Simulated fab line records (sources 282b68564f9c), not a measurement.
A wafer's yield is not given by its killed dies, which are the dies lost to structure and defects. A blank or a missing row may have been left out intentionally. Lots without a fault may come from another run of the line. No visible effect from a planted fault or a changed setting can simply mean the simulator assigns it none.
Tool commonality check    flow rit cmos    15 lots, 45 wafers sampled

THE REASON FOR OPENING IT
Of 15 lots, 3 have the reading PLDD_TW flagged at RIT_PLDD_TW_MEAS_10. Wafers without a fault read 2330, standard deviation 9.3.
Rule: a lot is flagged in two cases, either no wafer of it has a number, or all its wafers with numbers fall more than 4 standard deviations from that mean. The rest of the lots are taken to be sound.

lot   measured     on             PLDD_TW, wafer by wafer  flag
L822  day 3 06:19  film metro-03  2316 2325 2338           
L823  day 3 08:01  film metro-04  2326 2319 2323           
L830  day 4 19:24  film metro-04  2311 2303 2319           
L831  day 4 21:57  film metro-01  2332 2338 2333           
L832  day 5 00:20  film metro-01  30 30 30                 FLAGGED
L833  day 5 07:11  film metro-01  30 30 30                 FLAGGED
L834  day 5 14:23  film metro-04  30 30 30                 FLAGGED
L835  day 5 16:28  film metro-04  2328 2327 2329           
L836  day 5 18:50  film metro-04  2323 2333 2337           
L837  day 6 05:07  film metro-03  2329 2334 2340           
L838  day 6 08:53  film metro-04  2321 2312 2326           
L840  day 6 20:18  film metro-01  2337 2351 2344           
L842  day 7 12:47  film metro-04  2327 2330 2334           
L843  day 7 18:43  film metro-01  2338 2331 2328           
L844  day 8 03:41  film metro-04  2338 2335 2341           
Flagged lots average 30: -2300 relative to the usual, that is -99 or more standard deviations.

WHICH TOOL EACH LOT WENT THROUGH
Before the reading, the record contains 3 process steps out of a 202-step route. In each cell: the tool, then ch and the chambers that the sampled wafers went through, then the start.
lot   flag     RIT_PWELL_STRIP_09                   RIT_NRETRO_STRIP_09                  RIT_NLDD_STRIP_09
L822           plasma asher-02 ch 0, day 2 02:31    plasma asher-01 ch 1, day 2 09:41    plasma asher-02 ch 0,1, day 3 04:23
L823           plasma asher-01 ch 0,1, day 2 06:47  plasma asher-04 ch 0,1, day 2 17:05  plasma asher-02 ch 0,1, day 3 06:24
L830           plasma asher-03 ch 0,1, day 3 20:15  plasma asher-03 ch 0,1, day 4 03:07  plasma asher-02 ch 0,1, day 4 17:43
L831           plasma asher-01 ch 0,1, day 4 00:20  plasma asher-03 ch 0,1, day 4 08:16  plasma asher-02 ch 0,1, day 4 20:09
L832  FLAGGED  plasma asher-01 ch 0,1, day 4 02:11  plasma asher-03 ch 0,1, day 4 10:08  plasma asher-02 ch 0,1, day 4 22:47
L833  FLAGGED  plasma asher-01 ch 0,1, day 4 07:19  plasma asher-01 ch 0,1, day 4 14:42  plasma asher-01 ch 0,1, day 5 05:32
L834  FLAGGED  plasma asher-03 ch 0,1, day 4 14:08  plasma asher-03 ch 0,1, day 4 21:41  plasma asher-02 ch 0,1, day 5 12:39
L835           plasma asher-02 ch 0,1, day 4 18:56  plasma asher-04 ch 0,1, day 5 03:02  plasma asher-02 ch 0,1, day 5 14:52
L836           plasma asher-01 ch 0,1, day 4 21:40  plasma asher-03 ch 0,1, day 5 04:47  plasma asher-02 ch 0,1, day 5 17:10
L837           plasma asher-02 ch 1, day 5 03:35    plasma asher-03 ch 0,1, day 5 10:35  plasma asher-01 ch 0,1, day 6 03:26
L838           plasma asher-01 ch 0,1, day 5 09:37  plasma asher-04 ch 0,1, day 5 17:37  plasma asher-01 ch 0,1, day 6 07:10
L840           plasma asher-03 ch 0,1, day 5 17:11  plasma asher-01 ch 0,1, day 6 01:00  plasma asher-01 ch 0,1, day 6 18:25
L842           plasma asher-02 ch 0,1, day 6 05:41  plasma asher-04 ch 0,1, day 6 15:52  plasma asher-03 ch 0,1, day 7 11:14
L843           plasma asher-02 ch 0,1, day 6 12:07  plasma asher-04 ch 0,1, day 6 19:10  plasma asher-01 ch 0,1, day 7 16:59
L844           plasma asher-03 ch 0,1, day 6 16:28  plasma asher-03 ch 0,1, day 7 02:19  plasma asher-02 ch 0,1, day 8 02:06
What is done by these steps:
- RIT_PWELL_STRIP_09: strips in O2, time 180 s.
- RIT_NRETRO_STRIP_09: strips in O2, time 180 s.
- RIT_NLDD_STRIP_09: strips in O2, time 180 s.
- RIT_PLDD_TW_MEAS_10

FLAGGED OVER TOTAL, TOOL BY TOOL (the gauges that took the reading come last)
step                 tool             lots run  flagged  share of the flagged lots  sound lots run after its first flagged lot
RIT_PWELL_STRIP_09   plasma asher-01  6         2        some                       2 (L836,L838)
RIT_PWELL_STRIP_09   plasma asher-02  5         0        none                       -
RIT_PWELL_STRIP_09   plasma asher-03  4         1        some                       2 (L840,L844)
RIT_NRETRO_STRIP_09  plasma asher-01  3         1        some                       1 (L840)
RIT_NRETRO_STRIP_09  plasma asher-03  7         2        some                       3 (L836,L837,L844)
RIT_NRETRO_STRIP_09  plasma asher-04  5         0        none                       -
RIT_NLDD_STRIP_09    plasma asher-01  5         1        some                       4 (L837,L838,L840,L843)
RIT_NLDD_STRIP_09    plasma asher-02  9         2        some                       3 (L835,L836,L844)
RIT_NLDD_STRIP_09    plasma asher-03  1         0        none                       -
RIT_PLDD_TW_MEAS_10  film metro-01    5         2        some                       2 (L840,L843)
RIT_PLDD_TW_MEAS_10  film metro-03    2         0        none                       -
RIT_PLDD_TW_MEAS_10  film metro-04    8         1        some                       5 (L835,L836,L838,L842,L844)

WHAT THE TABLE PERMITS
No row of the table ran every flagged lot.

WHAT HAD BEEN PUT IN BY THE SIMULATOR
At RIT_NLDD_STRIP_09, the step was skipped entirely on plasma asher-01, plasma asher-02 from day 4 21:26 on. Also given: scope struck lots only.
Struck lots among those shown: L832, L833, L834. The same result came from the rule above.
